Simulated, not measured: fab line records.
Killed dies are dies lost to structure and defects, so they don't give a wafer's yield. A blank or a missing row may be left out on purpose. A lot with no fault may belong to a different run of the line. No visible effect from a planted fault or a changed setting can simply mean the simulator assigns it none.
One fault through the eyes of 2 desks :: flow berkeley cmos170 :: each desk holds nothing but its own numbers, with what lay behind them at the end

== TOOL OWNER'S DESK, rie metal-02 ==
The tool's own readings at UCB170_M1_METAL_ETCH_12 (etches Al in Cl2/BCl3, stops on PSG, target depth 780 nm, time 130 s): means of the sampled wafers that have a number, for each lot that ran on this tool. If a lot's mean is further than 4 standard deviations from the usual mean, the lot is out of limits and carries the mark OUT (the distance appears in the brackets).
Columns: A = drypump motor current A at UCB170_M1_METAL_ETCH_12, usual 5.6 A; B = oes product au at UCB170_M1_METAL_ETCH_12, usual 0.863 a.u.; C = throttle valve pct at UCB170_M1_METAL_ETCH_12, usual 24.38 %
lot: L603
first seen here: day 8 23:20
A: 5.0
B: 0.868
C: 24.44

lot: L604
first seen here: day 9 12:06
A: 5.2
B: 0.864
C: 24.43

lot: L614
first seen here: day 11 20:56
A: 5.0
B: 0.878
C: 24.43
This desk found nothing out of limits on any of the 3 lots.

== FROM THE METROLOGY DESK ==
Means of the sampled wafers that have a number, per lot and without regard to the tool the lot ran on: this is what the gauges read. If a lot's mean is further than 4 standard deviations from the usual mean, the lot is out of limits and carries the mark OUT (the distance appears in the brackets).
Columns: A = M1_AL_RS at UCB170_M1_RS_MEAS_01, usual 0.0484 ohm/sq; B = M1_AL_THK at UCB170_M1_THK_MEAS_02, usual 601 nm; C = cd nm at UCB170_M1_CD_MEAS_09, usual 700.0 nm; D = M1_OVL at UCB170_M1_OVL_MEAS_10, usual 1 nm
lot: L603
first seen here: day 8 21:58
A: 0.0486
B: 600
C: 701.7
D: -10

lot: L604
first seen here: day 9 09:40
A: 0.0486
B: 600
C: 700.6
D: 3

lot: L609
first seen here: day 10 18:08
A: 0.0479
B: 607
C: 696.5
D: -3

lot: L611
first seen here: day 11 01:01
A: 0.0484
B: 594
C: 699.8
D: -3

lot: L614
first seen here: day 11 18:25
A: 0.0481
B: 602
C: 701.2
D: 3

lot: L617
first seen here: day 12 22:22
A: 0.0482
B: 606
C: 699.5
D: 9
This desk found nothing out of limits on any of the 6 lots.

== ALL TOGETHER ==
The tool owner's desk saw nothing out of limits.
Metrology desk: nothing out of limits seen.

== WHAT HAD BEEN PUT IN BY THE SIMULATOR ==
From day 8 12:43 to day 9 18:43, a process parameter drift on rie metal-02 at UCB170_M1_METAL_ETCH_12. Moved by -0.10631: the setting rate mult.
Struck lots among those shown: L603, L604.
